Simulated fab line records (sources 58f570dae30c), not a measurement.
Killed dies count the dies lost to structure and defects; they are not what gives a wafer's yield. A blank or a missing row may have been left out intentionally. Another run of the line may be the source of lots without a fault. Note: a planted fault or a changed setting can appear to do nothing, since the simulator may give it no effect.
Which tool was responsible? / flow berkeley-cmos170 / 39 wafers from 13 lots sampled at 5 of the route's 331 steps

## WHAT THE GAUGES SHOWED, per wafer
UCB170_V2_CD_MEAS_12 targets a cd of 700 nm. Usual: cd-nm at 700.1 nm, with a standard deviation of 1.4.
lot=L346; measured=day 8 20:44; on=cd-sem-01; cd-nm (nm)=702.5 701.4 702.4; flag=
lot=L348; measured=day 9 15:10; on=cd-sem-01; cd-nm (nm)=698.4 698.7 699.9; flag=
lot=L349; measured=day 9 15:15; on=cd-sem-02; cd-nm (nm)=701.0 701.3 700.5; flag=
lot=L352; measured=day 10 06:26; on=cd-sem-02; cd-nm (nm)=700.9 699.8 701.1; flag=
lot=L355; measured=day 10 16:54; on=cd-sem-01; cd-nm (nm)=698.4 698.1 698.9; flag=
lot=L360; measured=day 11 15:20; on=cd-sem-02; cd-nm (nm)=699.1 700.7 701.8; flag=
lot=L362; measured=day 11 17:25; on=cd-sem-01; cd-nm (nm)=700.0 700.8 701.1; flag=
lot=L359; measured=day 11 18:11; on=cd-sem-02; cd-nm (nm)=705.9 696.8 711.1; flag=OFF
lot=L363; measured=day 16 16:31; on=cd-sem-02; cd-nm (nm)=698.4 697.6 698.2; flag=
lot=L365; measured=day 16 22:50; on=cd-sem-01; cd-nm (nm)=701.2 700.9 701.3; flag=
lot=L366; measured=day 16 19:03; on=cd-sem-01; cd-nm (nm)=701.8 702.1 701.6; flag=
lot=L368; measured=day 16 19:05; on=cd-sem-02; cd-nm (nm)=701.7 700.7 700.3; flag=
lot=L367; measured=day 16 22:34; on=cd-sem-02; cd-nm (nm)=697.5 697.0 698.7; flag=

UCB170_M3_CD_MEAS_15 targets a cd of 700 nm. Usual: cd-nm at 700.0 nm, with a standard deviation of 1.2.
lot=L346; measured=day 8 23:56; on=cd-sem-01; cd-nm (nm)=700.5 698.3 699.8; flag=
lot=L348; measured=day 9 18:05; on=cd-sem-02; cd-nm (nm)=699.1 698.8 699.6; flag=
lot=L349; measured=day 9 18:46; on=cd-sem-02; cd-nm (nm)=699.7 701.0 699.3; flag=
lot=L352; measured=day 10 10:52; on=cd-sem-02; cd-nm (nm)=700.1 700.0 701.4; flag=
lot=L355; measured=day 10 20:17; on=cd-sem-02; cd-nm (nm)=700.6 700.3 701.4; flag=
lot=L360; measured=day 11 18:23; on=cd-sem-02; cd-nm (nm)=698.4 699.1 699.3; flag=
lot=L362; measured=day 11 20:49; on=cd-sem-01; cd-nm (nm)=700.5 700.6 700.3; flag=
lot=L359; measured=day 11 21:25; on=cd-sem-01; cd-nm (nm)=701.1 700.4 700.0; flag=
lot=L363; measured=day 17 02:47; on=cd-sem-02; cd-nm (nm)=698.8 699.5 698.7; flag=
lot=L365; measured=day 17 09:48; on=cd-sem-01; cd-nm (nm)=701.6 700.4 701.6; flag=
lot=L366; measured=day 17 05:56; on=cd-sem-01; cd-nm (nm)=699.6 700.4 700.8; flag=
lot=L368; measured=day 17 05:04; on=cd-sem-02; cd-nm (nm)=700.3 699.6 700.1; flag=
lot=L367; measured=day 17 09:37; on=cd-sem-01; cd-nm (nm)=699.5 699.7 699.5; flag=

## WHICH TOOL RAN EACH LOT (tool, then ch and the chambers of the sampled wafers, then the start)
lot=L346; UCB170_CONTACT_STRIP_19=plasma-asher-02 ch 0,1, day 8 06:45; UCB170_M2_ETCH_17=rie-diel-02 ch 2,3, day 8 17:37; UCB170_V2_EXPOSE_09=krf-scanner-01 ch 0, day 8 20:08
lot=L348; UCB170_CONTACT_STRIP_19=plasma-asher-02 ch 1, day 9 01:16; UCB170_M2_ETCH_17=rie-diel-03 ch 0,2,3, day 9 12:28; UCB170_V2_EXPOSE_09=krf-scanner-02 ch 0, day 9 14:33
lot=L349; UCB170_CONTACT_STRIP_19=plasma-asher-04 ch 0,1, day 9 01:46; UCB170_M2_ETCH_17=rie-diel-02 ch 2,3, day 9 12:45; UCB170_V2_EXPOSE_09=krf-scanner-01 ch 0, day 9 14:47
lot=L352; UCB170_CONTACT_STRIP_19=plasma-asher-02 ch 0,1, day 9 19:07; UCB170_M2_ETCH_17=rie-diel-01 ch 0,2, day 10 04:01; UCB170_V2_EXPOSE_09=krf-scanner-01 ch 0, day 10 05:53
lot=L355; UCB170_CONTACT_STRIP_19=plasma-asher-01 ch 0,1, day 10 01:17; UCB170_M2_ETCH_17=rie-diel-01 ch 0,2,3, day 10 14:13; UCB170_V2_EXPOSE_09=krf-scanner-01 ch 0, day 10 16:07
lot=L360; UCB170_CONTACT_STRIP_19=plasma-asher-02 ch 0,1, day 11 01:46; UCB170_M2_ETCH_17=rie-diel-03 ch 0,1,3, day 11 12:51; UCB170_V2_EXPOSE_09=krf-scanner-01 ch 0, day 11 14:57
lot=L362; UCB170_CONTACT_STRIP_19=plasma-asher-02 ch 0,1, day 11 02:40; UCB170_M2_ETCH_17=rie-diel-01 ch 0,2,3, day 11 14:37; UCB170_V2_EXPOSE_09=krf-scanner-01 ch 0, day 11 16:45
lot=L359; UCB170_CONTACT_STRIP_19=plasma-asher-04 ch 0,1, day 11 03:17; UCB170_M2_ETCH_17=rie-diel-03 ch 0,2,3, day 11 14:50; UCB170_V2_EXPOSE_09=krf-scanner-02 ch 0, day 11 17:35
lot=L363; UCB170_CONTACT_STRIP_19=plasma-asher-02 ch 0,1, day 12 07:26; UCB170_M2_ETCH_17=rie-diel-02 ch 0,2,3, day 16 12:37; UCB170_V2_EXPOSE_09=krf-scanner-02 ch 0, day 16 15:01
lot=L365; UCB170_CONTACT_STRIP_19=plasma-asher-02 ch 0,1, day 12 07:43; UCB170_M2_ETCH_17=rie-diel-02 ch 1,2, day 16 15:37; UCB170_V2_EXPOSE_09=krf-scanner-02 ch 0, day 16 19:46
lot=L366; UCB170_CONTACT_STRIP_19=plasma-asher-04 ch 0,1, day 12 11:08; UCB170_M2_ETCH_17=rie-diel-01 ch 0,1,2, day 16 13:32; UCB170_V2_EXPOSE_09=krf-scanner-02 ch 0, day 16 16:22
lot=L368; UCB170_CONTACT_STRIP_19=plasma-asher-02 ch 0,1, day 12 12:20; UCB170_M2_ETCH_17=rie-diel-03 ch 1,2, day 16 12:53; UCB170_V2_EXPOSE_09=krf-scanner-01 ch 0, day 16 16:03
lot=L367; UCB170_CONTACT_STRIP_19=plasma-asher-02 ch 0,1, day 12 12:26; UCB170_M2_ETCH_17=rie-diel-01 ch 0,3, day 16 15:25; UCB170_V2_EXPOSE_09=krf-scanner-02 ch 0, day 16 19:29
- UCB170_CONTACT_STRIP_19: strips in O2.
- UCB170_M2_ETCH_17: etches BARC in N2/H2.
- UCB170_V2_EXPOSE_09: exposes mask VIA2, target cd 700 nm.

## AS READ BY THE TOOLS THEMSELVES (means over the sampled wafers that have a number; for cases with no such wafer, the mark the record gives instead)
UCB170_CONTACT_STRIP_19. Usual: drypump-motor-current-A 5.8 A, standard deviation 0.55; oes-product-au 0.726 a.u., standard deviation 0.0047.
lot=L346; tool=plasma-asher-02; drypump-motor-current-A (A)=5.8; oes-product-au (a.u.)=0.726; flag=
lot=L348; tool=plasma-asher-02; drypump-motor-current-A (A)=5.1; oes-product-au (a.u.)=0.725; flag=
lot=L349; tool=plasma-asher-04; drypump-motor-current-A (A)=5.8; oes-product-au (a.u.)=0.728; flag=
lot=L352; tool=plasma-asher-02; drypump-motor-current-A (A)=5.5; oes-product-au (a.u.)=0.730; flag=
lot=L355; tool=plasma-asher-01; drypump-motor-current-A (A)=6.4; oes-product-au (a.u.)=0.727; flag=
lot=L360; tool=plasma-asher-02; drypump-motor-current-A (A)=5.4; oes-product-au (a.u.)=0.724; flag=
lot=L362; tool=plasma-asher-02; drypump-motor-current-A (A)=5.4; oes-product-au (a.u.)=0.724; flag=
lot=L359; tool=plasma-asher-04; drypump-motor-current-A (A)=5.6; oes-product-au (a.u.)=0.721; flag=
lot=L363; tool=plasma-asher-02; drypump-motor-current-A (A)=5.9; oes-product-au (a.u.)=0.723; flag=
lot=L365; tool=plasma-asher-02; drypump-motor-current-A (A)=5.4; oes-product-au (a.u.)=0.727; flag=
lot=L366; tool=plasma-asher-04; drypump-motor-current-A (A)=5.8; oes-product-au (a.u.)=0.728; flag=
lot=L368; tool=plasma-asher-02; drypump-motor-current-A (A)=5.5; oes-product-au (a.u.)=0.725; flag=
lot=L367; tool=plasma-asher-02; drypump-motor-current-A (A)=5.5; oes-product-au (a.u.)=0.728; flag=

UCB170_M2_ETCH_17. Usual: drypump-motor-current-A 5.7 A, standard deviation 0.32; oes-product-au 1.005 a.u., standard deviation 0.016; throttle-valve-pct 13.25 %, standard deviation 0.14.
lot=L346; tool=rie-diel-02; drypump-motor-current-A (A)=5.7; oes-product-au (a.u.)=1.015; throttle-valve-pct (%)=13.04; flag=
lot=L348; tool=rie-diel-03; drypump-motor-current-A (A)=5.6; oes-product-au (a.u.)=1.000; throttle-valve-pct (%)=13.27; flag=
lot=L349; tool=rie-diel-02; drypump-motor-current-A (A)=5.7; oes-product-au (a.u.)=1.021; throttle-valve-pct (%)=13.06; flag=
lot=L352; tool=rie-diel-01; drypump-motor-current-A (A)=5.8; oes-product-au (a.u.)=1.030; throttle-valve-pct (%)=13.18; flag=
lot=L355; tool=rie-diel-01; drypump-motor-current-A (A)=5.7; oes-product-au (a.u.)=1.024; throttle-valve-pct (%)=13.21; flag=
lot=L360; tool=rie-diel-03; drypump-motor-current-A (A)=5.6; oes-product-au (a.u.)=1.004; throttle-valve-pct (%)=13.32; flag=
lot=L362; tool=rie-diel-01; drypump-motor-current-A (A)=5.7; oes-product-au (a.u.)=1.007; throttle-valve-pct (%)=13.21; flag=
lot=L359; tool=rie-diel-03; drypump-motor-current-A (A)=5.6; oes-product-au (a.u.)=0.999; throttle-valve-pct (%)=13.26; flag=
lot=L363; tool=rie-diel-02; drypump-motor-current-A (A)=5.9; oes-product-au (a.u.)=1.009; throttle-valve-pct (%)=13.15; flag=
lot=L365; tool=rie-diel-02; drypump-motor-current-A (A)=5.4; oes-product-au (a.u.)=1.003; throttle-valve-pct (%)=13.11; flag=
lot=L366; tool=rie-diel-01; drypump-motor-current-A (A)=5.6; oes-product-au (a.u.)=1.010; throttle-valve-pct (%)=13.26; flag=
lot=L368; tool=rie-diel-03; drypump-motor-current-A (A)=5.6; oes-product-au (a.u.)=0.988; throttle-valve-pct (%)=13.39; flag=
lot=L367; tool=rie-diel-01; drypump-motor-current-A (A)=5.8; oes-product-au (a.u.)=1.017; throttle-valve-pct (%)=13.20; flag=

UCB170_V2_EXPOSE_09. Usual: exposure-dose-mJ-cm2 36.97, standard deviation 0.038; stage-vel-mm-s 500.05 mm/s, standard deviation 0.26.
lot=L346; tool=krf-scanner-01; exposure-dose-mJ-cm2=37.00; stage-vel-mm-s (mm/s)=499.95; flag=
lot=L348; tool=krf-scanner-02; exposure-dose-mJ-cm2=36.96; stage-vel-mm-s (mm/s)=500.08; flag=
lot=L349; tool=krf-scanner-01; exposure-dose-mJ-cm2=36.97; stage-vel-mm-s (mm/s)=500.17; flag=
lot=L352; tool=krf-scanner-01; exposure-dose-mJ-cm2=36.97; stage-vel-mm-s (mm/s)=499.60; flag=
lot=L355; tool=krf-scanner-01; exposure-dose-mJ-cm2=36.99; stage-vel-mm-s (mm/s)=499.81; flag=
lot=L360; tool=krf-scanner-01; exposure-dose-mJ-cm2=36.96; stage-vel-mm-s (mm/s)=500.06; flag=
lot=L362; tool=krf-scanner-01; exposure-dose-mJ-cm2=37.02; stage-vel-mm-s (mm/s)=499.68; flag=
lot=L359; tool=krf-scanner-02; exposure-dose-mJ-cm2=35.80; stage-vel-mm-s (mm/s)=500.02; flag=OFF
lot=L363; tool=krf-scanner-02; exposure-dose-mJ-cm2=36.97; stage-vel-mm-s (mm/s)=500.08; flag=
lot=L365; tool=krf-scanner-02; exposure-dose-mJ-cm2=36.93; stage-vel-mm-s (mm/s)=499.92; flag=
lot=L366; tool=krf-scanner-02; exposure-dose-mJ-cm2=36.94; stage-vel-mm-s (mm/s)=500.09; flag=
lot=L368; tool=krf-scanner-01; exposure-dose-mJ-cm2=36.97; stage-vel-mm-s (mm/s)=500.24; flag=
lot=L367; tool=krf-scanner-02; exposure-dose-mJ-cm2=36.95; stage-vel-mm-s (mm/s)=500.04; flag=

## THE ANSWER, worked out from the rows above alone
Rule: lot off if the mean of its wafers having a number is beyond 3 standard deviations from the usual mean. Also off: a lot with no number at a reading for which 4 or more lots have one. Where the step has rows for the other lots, those lots are counted as sound. Order of review: gauges by route order, followed by the tools' own readings, for which a lot's mean as printed above is used. At the first step where some lot is off, the reading lying furthest off is the one used; lots without a number count as furthest.
Off: L359, at UCB170_V2_CD_MEAS_12 (cd-nm).
If a tool, at a process step before that reading, ran all the lots that are off and no sound lot after the first of them, it fits. Not tried: the gauges at UCB170_V2_CD_MEAS_12; whatever is off there is also off at UCB170_V2_EXPOSE_09, on other tools, and gauge error can't account for it. Of those tried, none fits.

## WHAT HAD BEEN PUT IN BY THE SIMULATOR
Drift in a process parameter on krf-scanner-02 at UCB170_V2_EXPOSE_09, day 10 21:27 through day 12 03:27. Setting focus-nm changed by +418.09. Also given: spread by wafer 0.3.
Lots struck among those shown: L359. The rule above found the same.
